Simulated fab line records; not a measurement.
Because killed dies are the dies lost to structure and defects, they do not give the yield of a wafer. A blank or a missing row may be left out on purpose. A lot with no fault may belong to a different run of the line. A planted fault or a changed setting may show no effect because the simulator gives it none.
Problem report in the 8D (eight disciplines) form, filled by code	flow berkeley cmos170	the parts of the form that need people (team, actions taken, sign-off) are left out

## 1. WHAT IS WRONG
NLDD_TW at UCB170_NLDD_TW_MEAS_11 reads a mean of 2337 on 6 wafers of 2 lots; wafers without a fault read 2218 with a standard deviation of 17. Relative to the usual mean, that is a shift of +7.0 standard deviations.
The first sign was on wafer L602.2 at day 10 20:15, on film metro-01. The record holds 42 wafers of 14 lots with a number at this step. By rule, "out" or "out of limits" means more than 4 standard deviations away from the usual mean. All remaining wafers that have a number are taken as sound.

## 2. WHAT IT IS; WHAT IT IS NOT
question	is	is not
which readings at this step	NLDD_TW	-
which lots	L602, L603	L586, L588, L590, L591, L593, L594, L596, L598, L600, L601, L604, L605
which wafers of those lots	all that have a number	-
read on which gauges	film metro-01, film metro-03	film metro-02
when	from day 10 20:15	up to then (30 sound wafers); but 6 sound wafers of L604, L605 came after

## 3. SUSPECTS, AND WHAT RULES EACH OUT
Counting: a tool at any process step up to the reading remains a suspect when it ran all the lots that are out and ran no sound lot after the first of those.
- the gauge at UCB170_NLDD_TW_MEAS_11 is ruled out. 2 gauges (film metro-01, film metro-03) read the wafers that are out.
- implanter-01 at UCB170_NLDD_IMPLANT_08: kept. All lots that are out passed through it, beginning with L602 at day 10 19:52, and no sound lot followed; its final sound lot before that point was L600 at day 10 08:05. Out on those wafers are its own readings of beam on s, faraday current uA.
Left after counting: implanter-01 at UCB170_NLDD_IMPLANT_08.

## 4. THE CAUSE (what the simulator had put in)
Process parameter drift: implanter-01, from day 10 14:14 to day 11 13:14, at UCB170_NLDD_IMPLANT_08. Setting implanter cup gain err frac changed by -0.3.
This tool alone remained once counting was done.

## 5. THE EFFECT CHAIN, in route order
Rows list readings where the struck wafers' mean (over those with a number) sits beyond 3 standard deviations from the usual. Only readings whose record carries a usual standard deviation are examined. hours: median over the lots of the time between each lot's start at the first step of this table that gives one and its start at this step. sigmas: the change, counted in usual standard deviations.
hours	step	reading	usual	on struck wafers	change	sigmas
0	UCB170_NLDD_IMPLANT_08	beam on s	10.00 s	14.24	+4.24	+21
0	UCB170_NLDD_IMPLANT_08	faraday current uA	159	111	-48	-15
0	UCB170_NLDD_TW_MEAS_11	NLDD_TW	2218	2337	+119	+7.0
11	UCB170_SDANNEAL_RS_MEAS_05	NLDD_RS	616.0 ohm/sq	540.0	-76.0	-54
The process steps in it:
- UCB170_NLDD_IMPLANT_08
Later measuring or inspecting steps at which every struck wafer that the step has a row for has a number for every such reading, and none has moved that far: UCB170_PSD_CD_MEAS_06.

## 6. WHAT WOULD HAVE CAUGHT IT SOONER
6 hours passed between the start of the fault at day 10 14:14 and the first reading out of limits at a measuring or inspecting step in this record, taken at day 10 20:15.
At UCB170_NLDD_IMPLANT_08, the tool's own readings (beam on s, faraday current uA) were out on each struck wafer the step has a row for, so an alarm limit on them would have fired on the first such wafer.
Lots out: 2; of these, L603 started UCB170_NLDD_IMPLANT_08 on implanter-01 after day 10 20:15. Holding the tool at that time would have saved it.
